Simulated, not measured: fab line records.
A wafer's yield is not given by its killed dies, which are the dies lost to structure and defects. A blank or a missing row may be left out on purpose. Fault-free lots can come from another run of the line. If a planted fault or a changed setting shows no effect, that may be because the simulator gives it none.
8D (eight disciplines) problem report, filled in by code -- flow ritCmos -- the parts of the form that need people (team, actions taken, sign-off) are left out

1. PROBLEM STATEMENT
At RIT_GATE_COAT_11, spinSpeedRpm averages 4088 rpm over 6 wafers from 2 lots, while fault-free wafers read 4250 rpm, standard deviation 3.1. Measured from the usual mean, that is -52 standard deviations.
The step: resist thk 850 nm.
First observed at day 7 02:07: wafer L742.4, on lithoTrack-02. At this step, 42 wafers from 14 lots have a number in the record. Rule for "out", or "out of limits": more than 4 standard deviations from the usual mean. Any other wafer with a number is counted as sound.

2. WHAT IT IS AND WHAT IT IS NOT
question,is,is not
which readings at this step,spinSpeedRpm,resistLineTempC
which lots,"L742, L743","L720, L721, L723, L724, L725, L726, L727, L729, L730, L731, L732, L737"
which wafers of those lots,all that have a number,-
read on which tools,lithoTrack-02,"lithoTrack-03, lithoTrack-04"
when,from day 7 02:07,up to then (36 sound wafers)

3. SUSPECTS, AND WHAT RULES EACH OUT
Counting: any tool at a process step up to the reading is kept as a suspect provided that every lot that is out went through it and no sound lot did after the first of them.
- lithoTrack-02 at RIT_GATE_COAT_11 (resist thk 850 nm): kept. All lots that are out passed through it, beginning with L742 at day 7 02:07, and no sound lot followed; its final sound lot before that point was L732 at day 4 23:22. Its own spinSpeedRpm readings are out on those wafers.
Left after counting: lithoTrack-02 at RIT_GATE_COAT_11.

4. THE CAUSE (what the simulator had put in)
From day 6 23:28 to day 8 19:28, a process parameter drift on lithoTrack-02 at RIT_GATE_COAT_11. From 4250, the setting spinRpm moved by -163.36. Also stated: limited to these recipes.
After counting, this tool was the only one left.

5. THE CHAIN OF EFFECTS, in route order
Each row: a reading where the mean over the struck wafers with a number is more than 3 standard deviations away from the usual. Readings are gone through only where the record gives a usual standard deviation; hours: the median, over the lots, of the time from a lot's start at the first step in this table giving one to that lot's start at this step; sigmas: the change measured in usual standard deviations.
hours,step,reading,usual,on struck wafers,change,sigmas
0,RIT_GATE_COAT_11,spinSpeedRpm,4250 rpm,4088,-162,-52
Its process steps:
- RIT_GATE_COAT_11: resist thk 850 nm.

6. HOW IT WOULD HAVE BEEN CAUGHT EARLIER
In this record no reading fell out of limits until day 7 02:07, 3 hours after the fault had begun at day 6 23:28.
